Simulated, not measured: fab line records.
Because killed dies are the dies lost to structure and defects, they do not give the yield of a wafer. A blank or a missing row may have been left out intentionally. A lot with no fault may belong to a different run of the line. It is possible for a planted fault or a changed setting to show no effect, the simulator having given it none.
Split-lot experiment || flow ritCmos || on a route of 202 steps: 5 lots, 23 wafers read

THE SPLIT
At RIT_PSD_IMPLANT_08, the setting energyKev was moved away from the recipe's 27 on 8 of the 23 wafers read, by -4.0% to +4.7%. For the rest of the wafers, this setting stayed at what the recipe calls for.

FROM THE SPLIT TO THE READING: what the file shows between them, 3 steps
- RIT_PSD_STRIP_09: strips in O2, time 180 s
- RIT_SDANNEAL_CLEAN_02: cleans in SC2, time 600 s
- RIT_SDANNEAL_RTA_03: time 5 s

THE READING
Measured at RIT_SDANNEAL_RS_MEAS_04 by four-point probe: PSD_RS, in ohm/sq. A value of 115.88 ohm/sq with a standard deviation of 0.3 ohm/sq is what fault-free wafers of this fab line usually give.

{"wafer": "L078.1", "tool, chamber at the split": "implanter-03, 0", "energyKev as run": 27, "against the recipe": "recipe", "PSD_RS, ohm/sq": 116.27, "against lot-mates on the recipe": "-"}
{"wafer": "L078.2", "tool, chamber at the split": "implanter-03, 0", "energyKev as run": 27, "against the recipe": "recipe", "PSD_RS, ohm/sq": 116.20, "against lot-mates on the recipe": "-"}
{"wafer": "L078.5", "tool, chamber at the split": "implanter-03, 0", "energyKev as run": 27, "against the recipe": "recipe", "PSD_RS, ohm/sq": 116.20, "against lot-mates on the recipe": "-"}
{"wafer": "L079.1", "tool, chamber at the split": "implanter-03, 0", "energyKev as run": 26.1, "against the recipe": "-3.3%", "PSD_RS, ohm/sq": 118.10, "against lot-mates on the recipe": "+2.11"}
{"wafer": "L079.2", "tool, chamber at the split": "implanter-03, 0", "energyKev as run": 26.1, "against the recipe": "-3.3%", "PSD_RS, ohm/sq": 118.23, "against lot-mates on the recipe": "+2.25"}
{"wafer": "L079.3", "tool, chamber at the split": "implanter-03, 0", "energyKev as run": 27, "against the recipe": "recipe", "PSD_RS, ohm/sq": 115.95, "against lot-mates on the recipe": "-"}
{"wafer": "L079.4", "tool, chamber at the split": "implanter-03, 0", "energyKev as run": 26.1, "against the recipe": "-3.3%", "PSD_RS, ohm/sq": 117.57, "against lot-mates on the recipe": "+1.58"}
{"wafer": "L079.5", "tool, chamber at the split": "implanter-03, 0", "energyKev as run": 27, "against the recipe": "recipe", "PSD_RS, ohm/sq": 116.02, "against lot-mates on the recipe": "-"}
{"wafer": "L081.1", "tool, chamber at the split": "implanter-04, 0", "energyKev as run": 27, "against the recipe": "recipe", "PSD_RS, ohm/sq": 115.84, "against lot-mates on the recipe": "-"}
{"wafer": "L081.2", "tool, chamber at the split": "implanter-04, 0", "energyKev as run": 27, "against the recipe": "recipe", "PSD_RS, ohm/sq": 115.81, "against lot-mates on the recipe": "-"}
{"wafer": "L081.3", "tool, chamber at the split": "implanter-04, 0", "energyKev as run": 28.26, "against the recipe": "+4.7%", "PSD_RS, ohm/sq": 113.07, "against lot-mates on the recipe": -2.74}
{"wafer": "L081.5", "tool, chamber at the split": "implanter-04, 0", "energyKev as run": 27, "against the recipe": "recipe", "PSD_RS, ohm/sq": 115.78, "against lot-mates on the recipe": "-"}
{"wafer": "L081.6", "tool, chamber at the split": "implanter-04, 0", "energyKev as run": 28.26, "against the recipe": "+4.7%", "PSD_RS, ohm/sq": 112.97, "against lot-mates on the recipe": -2.84}
{"wafer": "L082.1", "tool, chamber at the split": "implanter-03, 0", "energyKev as run": 25.91, "against the recipe": "-4.0%", "PSD_RS, ohm/sq": 118.31, "against lot-mates on the recipe": "+2.50"}
{"wafer": "L082.3", "tool, chamber at the split": "implanter-03, 0", "energyKev as run": 25.91, "against the recipe": "-4.0%", "PSD_RS, ohm/sq": 118.53, "against lot-mates on the recipe": "+2.72"}
{"wafer": "L082.4", "tool, chamber at the split": "implanter-03, 0", "energyKev as run": 25.91, "against the recipe": "-4.0%", "PSD_RS, ohm/sq": 118.64, "against lot-mates on the recipe": "+2.83"}
{"wafer": "L082.5", "tool, chamber at the split": "implanter-03, 0", "energyKev as run": 27, "against the recipe": "recipe", "PSD_RS, ohm/sq": 115.89, "against lot-mates on the recipe": "-"}
{"wafer": "L082.6", "tool, chamber at the split": "implanter-03, 0", "energyKev as run": 27, "against the recipe": "recipe", "PSD_RS, ohm/sq": 115.74, "against lot-mates on the recipe": "-"}
{"wafer": "L085.1", "tool, chamber at the split": "implanter-03, 0", "energyKev as run": 27, "against the recipe": "recipe", "PSD_RS, ohm/sq": 115.50, "against lot-mates on the recipe": "-"}
{"wafer": "L085.2", "tool, chamber at the split": "implanter-03, 0", "energyKev as run": 27, "against the recipe": "recipe", "PSD_RS, ohm/sq": 116.00, "against lot-mates on the recipe": "-"}
{"wafer": "L085.3", "tool, chamber at the split": "implanter-03, 0", "energyKev as run": 27, "against the recipe": "recipe", "PSD_RS, ohm/sq": 116.18, "against lot-mates on the recipe": "-"}
{"wafer": "L085.4", "tool, chamber at the split": "implanter-03, 0", "energyKev as run": 27, "against the recipe": "recipe", "PSD_RS, ohm/sq": 115.76, "against lot-mates on the recipe": "-"}
{"wafer": "L085.6", "tool, chamber at the split": "implanter-03, 0", "energyKev as run": 27, "against the recipe": "recipe", "PSD_RS, ohm/sq": 116.18, "against lot-mates on the recipe": "-"}

FIT RESULTS
A straight line over all 23 wafers: PSD_RS changes by -0.623 ohm/sq for each +1% of energyKev; r = -0.99; the points scatter about the line by 0.22 ohm/sq.
The same after taking each lot's own level away (the mean of its wafers on the recipe; 23 wafers): -0.62 ohm/sq for each +1%; r = -0.99; scatter 0.19 ohm/sq.
On that fit, the largest move of energyKev shifts the reading by 2.9 ohm/sq.
Measured against the standard deviation above, the lots' own levels, which go from 115.810 to 116.223 ohm/sq, span 1.4 times it.
Consequently the slope shifts little with the lot-to-lot level, the two slopes agreeing.
Check: -2.93 ohm/sq against its lot-mates is what the line predicts for one of the wafers moved furthest among these (+4.7%) when that wafer is left out of the fit. Against them it came out at -2.74 ohm/sq.

ADDITIONAL SPLITS CARRIED BY THESE WAFERS
Before the reading, these wafers also passed through other splits. Each is held against what the fit with the lots' levels taken away leaves over:
{"other split on the same wafers": "RIT_GATE_DEVELOP_15 developTimeS", "wafers away from the commonest value": 8, "r with PSD_RS (lot level and that fit taken away)": -0.17}
{"other split on the same wafers": "RIT_PLDD_IMPLANT_08 energyKev", "wafers away from the commonest value": 9, "r with PSD_RS (lot level and that fit taken away)": -0.15}
{"other split on the same wafers": "RIT_SPACER_CVD_03 sih2cl2FlowSccm", "wafers away from the commonest value": 15, "r with PSD_RS (lot level and that fit taken away)": "+0.14"}
{"other split on the same wafers": "RIT_NSD_HARDBAKE_07 tempC", "wafers away from the commonest value": 9, "r with PSD_RS (lot level and that fit taken away)": "+0.14"}
{"other split on the same wafers": "RIT_NSD_IMPLANT_08 energyKev", "wafers away from the commonest value": 8, "r with PSD_RS (lot level and that fit taken away)": -0.08}

THE WHOLE CHAIN: every reading that the file lists as answering this split, in the file's order
{"step": "RIT_PSD_IMPLANT_08", "what it does": "", "reading": "implant.rpNm (the simulator's own value, which no gauge read)", "change (the file's fit)": "+0.173 nm for each +1% of the setting", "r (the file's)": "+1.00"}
{"step": "RIT_PSD_IMPLANT_08", "what it does": "", "reading": "implant.drpNm (the simulator's own value, which no gauge read)", "change (the file's fit)": "+0.0848 nm for each +1% of the setting", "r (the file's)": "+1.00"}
{"step": "RIT_SDANNEAL_RS_MEAS_04", "what it does": "measures by four-point-probe", "reading": "PSD_RS", "change (the file's fit)": "-0.619 for each +1% of the setting", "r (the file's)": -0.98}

FILE'S OWN FIT
PSD_RS changes by -0.619 ohm/sq for each +1% of energyKev, r = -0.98.
